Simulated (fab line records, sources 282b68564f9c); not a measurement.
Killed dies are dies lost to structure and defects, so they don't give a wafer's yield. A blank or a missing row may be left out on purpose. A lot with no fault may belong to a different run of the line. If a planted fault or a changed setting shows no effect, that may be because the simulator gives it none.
A single fault, viewed from 2 desks | flow rit_cmos | only its own numbers are on each desk; what lay behind them is given at the end

== FROM THE METROLOGY DESK ==
What the gauges read for every lot (on any tool): the sampled wafers with a number, averaged. The brackets show how far a lot's mean lies from the usual mean; more than 4 standard deviations puts the lot out of limits, marked OUT.
Columns: A = SILICIDE_TI_RS at RIT_SILICIDE_RS_MEAS_02, usual 47.8 ohm/sq; B = SILICIDE_TI_THK at RIT_SILICIDE_THK_MEAS_03, usual 30.0 nm
lot  | first seen here | A    | B
L470 | day 3 20:44     | 48.6 | 29.6
L471 | day 4 03:23     | 47.3 | 30.3
L472 | day 4 21:25     | 48.2 | 30.0
L473 | day 4 21:30     | 45.7 | 31.4
L481 | day 6 09:46     | 48.3 | 29.7
L482 | day 6 18:44     | 48.1 | 30.0
L486 | day 7 03:53     | 48.8 | 29.4
L488 | day 7 07:54     | 47.9 | 30.1
L489 | day 7 12:16     | 47.1 | 30.4
L490 | day 7 16:44     | 47.5 | 30.2
L491 | day 7 17:50     | 47.2 | 30.2
L492 | day 8 00:08     | 47.8 | 30.0
L493 | day 8 02:38     | 46.5 | 30.7
This desk found nothing out of limits on any of the 13 lots.

== DESK OF THE TOOL OWNER: pvd_sputter-01 ==
The tool's own readings at RIT_SILICIDE_SPUTTER_01 (material Ti, target thk 30 nm, time 240 s): means of the sampled wafers that have a number, for each lot that ran on this tool. The brackets show how far a lot's mean lies from the usual mean; more than 4 standard deviations puts the lot out of limits, marked OUT.
Columns: A = throttle_valve_pct at RIT_SILICIDE_SPUTTER_01, usual 29.9 %
lot  | first seen here | A
L470 | day 3 20:34     | 28.8
L471 | day 4 03:13     | 29.7
L473 | day 4 21:19     | 28.9
L489 | day 7 12:04     | 30.8
L492 | day 7 23:56     | 28.2
This desk found nothing out of limits on any of the 5 lots.

== ALL TOGETHER ==
Metrology desk: nothing out of limits seen.
The desk of the tool owner found nothing out of limits.

== WHAT THE SIMULATOR PUT IN ==
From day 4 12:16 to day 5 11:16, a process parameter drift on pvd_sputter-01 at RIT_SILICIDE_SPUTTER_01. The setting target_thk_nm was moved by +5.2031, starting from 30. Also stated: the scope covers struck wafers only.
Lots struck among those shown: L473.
